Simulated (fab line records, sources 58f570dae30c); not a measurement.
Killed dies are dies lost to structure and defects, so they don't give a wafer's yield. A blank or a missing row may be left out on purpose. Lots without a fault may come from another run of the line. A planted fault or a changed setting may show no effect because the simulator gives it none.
Which tool did it? | flow berkeley_cmos170 | 13 lots, 39 wafers sampled, at 4 steps of a route of 331

WHAT THE GAUGES READ, wafer by wafer
UCB170_M1_CD_MEAS_90: target cd 700 nm.
lot  | measured     | on        | cd_nm (nm)
L406 | day 8 16:37  | cd_sem-02 | 700.3 698.4 698.4
L405 | day 8 18:29  | cd_sem-02 | 697.4 697.7 700.5
L408 | day 8 20:09  | cd_sem-01 | 703.3 700.6 700.3
L409 | day 8 21:53  | cd_sem-02 | 700.6 699.2 698.0
L407 | day 9 00:42  | cd_sem-02 | 697.7 697.7 696.1
L419 | day 10 16:06 | cd_sem-01 | 696.1 698.2 697.2
L417 | day 10 22:04 | cd_sem-01 | 700.1 701.2 700.8
L415 | day 10 22:10 | cd_sem-02 | 703.6 705.0 699.8
L418 | day 10 23:10 | cd_sem-02 | 697.0 698.9 699.0
L423 | day 11 17:31 | cd_sem-02 | 700.2 700.0 699.9
L420 | day 11 17:52 | cd_sem-01 | 700.8 698.8 697.1
L422 | day 12 00:37 | cd_sem-02 | 699.0 699.7 701.3
L421 | day 12 01:15 | cd_sem-01 | 700.9 700.5 700.7

UCB170_M2_RS_MEAS_02: measures by four-point-probe.
lot  | measured     | on            | M2_AL_RS (ohm/sq)
L406 | day 8 22:26  | film_metro-01 | 0.03136 0.03188 0.03207
L405 | day 8 23:49  | film_metro-02 | 0.03195 0.03239 0.03258
L408 | day 9 02:53  | film_metro-02 | 0.03209 0.03178 0.03231
L409 | day 9 03:43  | film_metro-02 | 0.03226 0.03223 0.03238
L407 | day 9 06:23  | film_metro-01 | 0.03239 0.03223 0.03217
L419 | day 10 20:33 | film_metro-04 | 0.03236 0.03197 0.03239
L417 | day 11 05:13 | film_metro-04 | 0.03142 0.03192 0.03192
L415 | day 11 04:50 | film_metro-04 | 0.03258 0.03225 0.03203
L418 | day 11 05:22 | film_metro-02 | 0.03282 0.03242 0.03227
L423 | day 11 21:50 | film_metro-04 | 0.03218 0.03185 0.03235
L420 | day 12 01:44 | film_metro-02 | 0.03216 0.03236 0.03234
L422 | day 12 04:56 | film_metro-04 | 0.03209 0.03208 0.03208
L421 | day 12 06:23 | film_metro-01 | 0.03208 0.03171 0.03243

UCB170_M3_THK_MEAS_03: measures by xrf.
lot  | measured     | on            | M3_AL_THK (nm)
L406 | day 9 05:28  | film_metro-02 | 907 905 897
L405 | day 9 07:10  | film_metro-03 | 884 892 894
L408 | day 9 08:55  | film_metro-01 | 901 906 899
L409 | day 9 09:21  | film_metro-01 | 897 901 893
L407 | day 9 12:55  | film_metro-02 | 891 893 898
L419 | day 11 06:31 | film_metro-03 | 898 905 899
L417 | day 11 12:52 | film_metro-03 | 896 893 898
L415 | day 11 11:52 | film_metro-03 | 901 895 902
L418 | day 11 13:08 | film_metro-03 | 884 874 872
L423 | day 12 03:26 | film_metro-03 | 903 902 902
L420 | day 12 08:46 | film_metro-01 | 893 883 883
L422 | day 12 12:13 | film_metro-01 | 870 871 873
L421 | day 12 13:49 | film_metro-03 | 900 905 910

WHICH TOOL RAN EACH LOT (tool, then ch and the chambers of the sampled wafers, then the start)
lot  | UCB170_M1_METAL_ETCH_12
L406 | rie_metal-01 ch 0,1, day 8 16:13
L405 | rie_metal-03 ch 0,1, day 8 18:16
L408 | rie_metal-03 ch 0, day 8 19:55
L409 | rie_metal-04 ch 0,1, day 8 21:38
L407 | rie_metal-01 ch 0,1, day 9 00:28
L419 | rie_metal-04 ch 0,1, day 10 15:49
L417 | rie_metal-01 ch 0,1, day 10 21:47
L415 | rie_metal-03 ch 0,1, day 10 21:55
L418 | rie_metal-04 ch 0,1, day 10 22:56
L423 | rie_metal-01 ch 0,1, day 11 17:12
L420 | rie_metal-04 ch 0,1, day 11 17:37
L422 | rie_metal-04 ch 0,1, day 12 00:23
L421 | rie_metal-01 ch 0,1, day 12 01:01
- UCB170_M1_METAL_ETCH_12: etches Al in Cl2/BCl3, stops on PSG, target depth 780 nm, time 130 s.

WHAT THE TOOLS THEMSELVES READ (means of the sampled wafers that have a number; where no wafer has one, the mark that the record gives instead)
UCB170_M1_METAL_ETCH_12.
lot  | tool         | drypump_motor_current_A (A) | oes_product_au (a.u.) | throttle_valve_pct (%)
L406 | rie_metal-01 | 5.3                         | 0.845                 | 24.57
L405 | rie_metal-03 | 5.6                         | 0.865                 | 24.44
L408 | rie_metal-03 | 5.3                         | 0.855                 | 24.48
L409 | rie_metal-04 | 6.0                         | 0.867                 | 24.52
L407 | rie_metal-01 | 5.5                         | 0.845                 | 24.35
L419 | rie_metal-04 | 6.0                         | 0.860                 | 24.52
L417 | rie_metal-01 | 5.3                         | 0.852                 | 24.58
L415 | rie_metal-03 | 5.4                         | 0.850                 | 24.46
L418 | rie_metal-04 | 6.1                         | 0.873                 | 24.40
L423 | rie_metal-01 | 5.5                         | 0.866                 | 24.37
L420 | rie_metal-04 | 6.1                         | 0.880                 | 24.40
L422 | rie_metal-04 | 6.1                         | 0.883                 | 24.40
L421 | rie_metal-01 | 5.5                         | 0.852                 | 24.37

THE ANSWER, worked out from the rows above alone
Rule: what is usual is taken from the lots themselves. Put in order of their means at a reading, lots are off if they are a third of the lots or fewer, leave a main group of 4 or more, and stand apart from it by a gap of 3 or more times the standard deviation of the main group's means; of several such gaps the widest counts. A main group whose means are all the same, to the digits that the tables above print for the reading, isn't used. A lot without any number at a reading at which 4 lots or more have one is off too. The other lots that the step has rows for count as sound. The gauges are gone through in route order, then the tools' own readings, and for those a lot's mean is taken as printed above. The first step at which some lot is off is used, and at that step the reading that is off furthest; a lot without a number counts as furthest.
No lot is off at any reading shown: from this, nothing can be told.

WHAT THE SIMULATOR HAD PUT IN
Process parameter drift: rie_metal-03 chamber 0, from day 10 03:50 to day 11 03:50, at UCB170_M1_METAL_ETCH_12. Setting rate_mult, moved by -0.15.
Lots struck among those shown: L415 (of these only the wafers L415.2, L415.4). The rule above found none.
